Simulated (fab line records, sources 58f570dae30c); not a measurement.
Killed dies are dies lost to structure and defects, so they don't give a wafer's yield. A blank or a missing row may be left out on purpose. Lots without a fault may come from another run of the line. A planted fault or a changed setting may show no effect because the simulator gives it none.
One fault seen from 2 desks | flow berkeley_cmos170 | each desk has only its own numbers; what lay behind them comes last

THE METROLOGY DESK
What the gauges read, lot by lot, whatever tool the lot ran on: means of the sampled wafers that have a number. A lot is out of limits, marked OUT, if its mean lies more than 4 standard deviations from the usual mean; the brackets give that distance.
Columns: A = SACOX_OXIDE_THK at UCB170_SACOX_THK_MEAS_02, usual 14.47 nm; B = NLDD_TW at UCB170_NLDD_TW_MEAS_11, usual 2211; C = NLDD_RS at UCB170_SDANNEAL_RS_MEAS_05, usual 615.9 ohm/sq; D = V2_POLISHED_THK at UCB170_V2_THK_MEAS_04, usual 999.8 nm
lot  | first seen here | A     | B               | C                | D
L576 | day 5 01:52     | 14.73 | 2229            | 615.8            | 997.5
L578 | day 5 11:46     | 14.29 | 2221            | 615.7            | 1001.4
L580 | day 5 19:26     | 14.33 | 2229            | 612.8            | 998.9
L581 | day 6 05:32     | 14.32 | 2230            | 616.1            | 999.5
L582 | day 6 22:15     | 14.36 | 2199            | 618.1            | 999.5
L584 | day 6 22:15     | 14.50 | 2201            | 614.7            | 1000.0
L589 | day 7 22:43     | 14.86 | 2131 (-5.3) OUT | 607.0 (-5.6) OUT | 999.6
L590 | day 8 14:25     | 14.57 | 2141 (-4.7) OUT | 605.9 (-6.2) OUT | 999.5
L591 | day 8 14:25     | 14.31 | 2206            | 617.0            | 998.9
L592 | day 8 14:26     | 14.89 | 2204            | 615.8            | 1001.4
L594 | day 8 23:49     | 14.63 | 2208            | 617.4            | 1001.9
L595 | day 8 23:49     | 14.00 | 2196            | 614.5            | 1001.0
L597 | day 9 12:55     | 14.16 | 2208            | 618.0            | 1001.5
L598 | day 9 22:32     | 14.44 | 2210            | 616.1            | 999.4
This desk's finding: out of limits on L589, L590; first on L589, day 9 03:51 (NLDD_TW at UCB170_NLDD_TW_MEAS_11). In limits: L576, L578, L580, L581, L582, L584, L591, L592, L594, L595, L597, L598.

THE TOOL OWNER'S DESK: implanter-01
The tool's own readings at UCB170_NLDD_IMPLANT_09: means of the sampled wafers that have a number, for each lot that ran on this tool. A lot is out of limits, marked OUT, if its mean lies more than 4 standard deviations from the usual mean; the brackets give that distance.
Columns: A = beam_energy_keV at UCB170_NLDD_IMPLANT_09, usual 30.002; B = beam_on_s at UCB170_NLDD_IMPLANT_09, usual 9.99 s; C = dose_ions_cm2 at UCB170_NLDD_IMPLANT_09, usual 5.001e+13
lot  | first seen here | A                        | B     | C
L576 | day 6 03:27     | 29.997                   | 9.94  | 5.002e+13
L584 | day 8 05:45     | 30.001                   | 9.91  | 5.001e+13
L589 | day 9 03:37     | 24.198 (-99 or more) OUT | 10.08 | 5.008e+13
L590 | day 10 00:42    | 24.200 (-99 or more) OUT | 9.92  | 4.997e+13
This desk's finding: out of limits on L589, L590; first on L589, day 9 03:37 (beam_energy_keV at UCB170_NLDD_IMPLANT_09). In limits: L576, L584.

PUT TOGETHER
The tool owner's desk could have raised an alarm at day 9 03:37, on L589, L590.
The metrology desk could have raised an alarm at day 9 03:51, on L589, L590.
Of the lots named, all ran UCB170_NLDD_IMPLANT_09 on implanter-01.

WHAT THE SIMULATOR HAD PUT IN
Process parameter drift: implanter-01, from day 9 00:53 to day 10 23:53, at UCB170_NLDD_IMPLANT_09. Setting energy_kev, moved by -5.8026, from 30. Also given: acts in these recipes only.
Lots struck among those shown: L589, L590.
Hours from the fault's start to each desk's first reading out of limits: the tool owner's desk, 3; the metrology desk, 3.
